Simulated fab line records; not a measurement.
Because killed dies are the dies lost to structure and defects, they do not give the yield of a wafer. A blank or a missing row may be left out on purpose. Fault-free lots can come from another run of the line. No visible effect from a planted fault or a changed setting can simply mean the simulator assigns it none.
Struck lot and sound lot, side by side -- flow rit cmos -- 15 out of 202 route steps
Sound: wafers L121.2, L121.3, L121.6. The struck wafers were L130.2, L130.4, L130.5. At the end, the cause is stated.
For every step that has rows: the tool of each side, followed by ch and its chambers, followed by its first start. Under that, the readings that differ: sound wafers -- struck wafers -- difference of the means -- sigmas: that difference in standard deviations of wafers without a fault.
alike: readings with means less than 2 such deviations apart, plus words and numbers identical on both sides. not compared: withheld readings, readings lacking a value on some wafer, bounds such as >300 that could conceal the same value, and numbers that have no deviation in the record and whose values overlap.
Wherever a step has rows on one side only, a row that says differs or no value, or a row with sigmas, the two part there. Numbers that have no deviation but don't overlap get no sigmas and don't part them. Lack of a reading on every wafer of one side parts them only where that side has two or more wafers.

first, 6 steps without rows for these wafers: RIT_GATE_HMDS_10 (prime time 60 s); RIT_GATE_COAT_11 (resist thk 850 nm); RIT_GATE_SOFTBAKE_12 (time 60 s); RIT_GATE_EXPOSE_13 (exposes mask M6, target cd 150 nm); RIT_GATE_PEB_14; RIT_GATE_DEVELOP_15 (develop time 50 s).
RIT_GATE_CD_MEAS_16 targets a cd of 150 nm.
  sound on cd sem-02 at day 3 04:16; struck on cd sem-02 at day 5 02:56
  alike: cd nm
RIT_GATE_OVL_MEAS_17:
  sound on overlay-02 at day 3 04:22; struck on overlay-01 at day 5 03:03
  alike: GATE_OVL
then, 1 step without rows for these wafers: RIT_GATE_HARDBAKE_18 (time 60 s).
RIT_GATE_ETCH_19: etches poly-Si in SF6/CHF3/O2, stops on SiO2, time 165 s, target depth 312.5 nm.
  sound on rie si-02 ch 1,2,3, day 3 04:32; struck on rie si-01 ch 0,2, day 5 03:14
  alike: drypump motor current A, he backside leak sccm, oes product au, throttle valve pct
  not compared: rf hours counter h
RIT_GATE_STRIP_20: strips in O2, time 180 s.
  sound on plasma asher-01 ch 0,1, day 3 04:39; struck on plasma asher-01 ch 1, day 5 03:20
  alike: drypump motor current A
  not compared: rf hours counter h
RIT_GATE_CD_MEAS_90 targets a cd of 150 nm.
  sound on cd sem-02 at day 3 04:51; struck on cd sem-02 at day 5 03:32
  alike: cd nm
RIT_REOX_CLEAN_00: cleans in SC1, time 600 s.
  sound on wet bench-03 ch 0, day 3 04:57; struck on wet bench-03 ch 3, day 5 03:38
reading,sound,struck,difference,sigmas
bath guard temp C (C),74.6 74.5 74.5,81.0 81.1 80.8,+6.4,+13
temp c (C),74.93 74.92 74.90,81.24 81.42 81.34,+6.42,+53
then, 1 step without rows for these wafers: RIT_REOX_CLEAN_01 (cleans in dHF, time 30 s).
RIT_M1_PROBE_99:
  sound on prober-01 at day 4 01:04; struck on prober-01 at day 5 23:27
  alike: killed_at_M0_to_M3, killed at contacts, killed at front end, killed dies, killed open, killed short

WHERE THEY PART
At RIT_REOX_CLEAN_00 and nowhere else, as far as this record goes. Later steps at which nothing parts them and some readings are alike: RIT_M1_PROBE_99.

WHY: what the simulator had put in
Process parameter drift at RIT_REOX_CLEAN_00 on wet bench-03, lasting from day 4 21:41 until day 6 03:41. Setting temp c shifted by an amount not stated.
